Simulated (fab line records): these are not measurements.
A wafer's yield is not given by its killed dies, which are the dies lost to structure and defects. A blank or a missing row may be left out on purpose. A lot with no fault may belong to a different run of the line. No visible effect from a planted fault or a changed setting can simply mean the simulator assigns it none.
What tool caused it? || flow berkeley-cmos170 || 21 wafers from 7 lots sampled at 2 of the route's 331 steps

## WHAT EACH GAUGE READ, for each wafer
UCB170_M2_CD_MEAS_15 targets a cd of 700 nm.
{"lot": "L224", "measured": "day 8 06:13", "on": "cd-sem-01", "cd-nm (nm)": "700.9 701.4 701.2"}
{"lot": "L227", "measured": "day 9 03:57", "on": "cd-sem-02", "cd-nm (nm)": "700.1 700.6 700.1"}
{"lot": "L232", "measured": "day 10 00:01", "on": "cd-sem-02", "cd-nm (nm)": "700.7 699.5 699.2"}
{"lot": "L233", "measured": "day 10 02:49", "on": "cd-sem-01", "cd-nm (nm)": "699.6 700.3 701.0"}
{"lot": "L239", "measured": "day 11 04:15", "on": "cd-sem-01", "cd-nm (nm)": "699.3 697.7 699.8"}
{"lot": "L243", "measured": "day 11 15:00", "on": "cd-sem-02", "cd-nm (nm)": "700.9 701.1 701.3"}
{"lot": "L245", "measured": "day 12 03:35", "on": "cd-sem-02", "cd-nm (nm)": "701.8 702.0 702.3"}

## EACH LOT AND THE TOOL THAT RAN IT (in order: tool; ch and the chambers of the sampled wafers; start)
{"lot": "L224", "UCB170_M1_METAL_ETCH_12": "rie-metal-03 ch 1, day 7 18:19"}
{"lot": "L227", "UCB170_M1_METAL_ETCH_12": "rie-metal-04 ch 0,1, day 8 16:52"}
{"lot": "L232", "UCB170_M1_METAL_ETCH_12": "rie-metal-03 ch 0,1, day 9 12:35"}
{"lot": "L233", "UCB170_M1_METAL_ETCH_12": "rie-metal-03 ch 0,1, day 9 19:28"}
{"lot": "L239", "UCB170_M1_METAL_ETCH_12": "rie-metal-04 ch 0,1, day 10 18:25"}
{"lot": "L243", "UCB170_M1_METAL_ETCH_12": "rie-metal-04 ch 0,1, day 11 05:57"}
{"lot": "L245", "UCB170_M1_METAL_ETCH_12": "rie-metal-04 ch 0,1, day 11 20:50"}
- UCB170_M1_METAL_ETCH_12: etches Al in Cl2/BCl3, stops on PSG, target depth 780 nm, time 130 s.

## THE ANSWER, worked out from the rows above alone
Rule: usual is defined by the lots themselves. Put in order of their means at a reading, lots are off if they are a third of the lots or fewer, leave a main group of 4 or more, and stand apart from it by a gap of 3 or more times the standard deviation of the main group's means; of several such gaps the widest counts. A main group whose means are all the same, to the digits that the tables above print for the reading, isn't used. A lot without any number at a reading at which 4 lots or more have one is off too. The other lots that the step has rows for count as sound.
No lot is off on any of the readings shown, so nothing can be concluded from this.

## WHAT THE SIMULATOR HAD PUT IN
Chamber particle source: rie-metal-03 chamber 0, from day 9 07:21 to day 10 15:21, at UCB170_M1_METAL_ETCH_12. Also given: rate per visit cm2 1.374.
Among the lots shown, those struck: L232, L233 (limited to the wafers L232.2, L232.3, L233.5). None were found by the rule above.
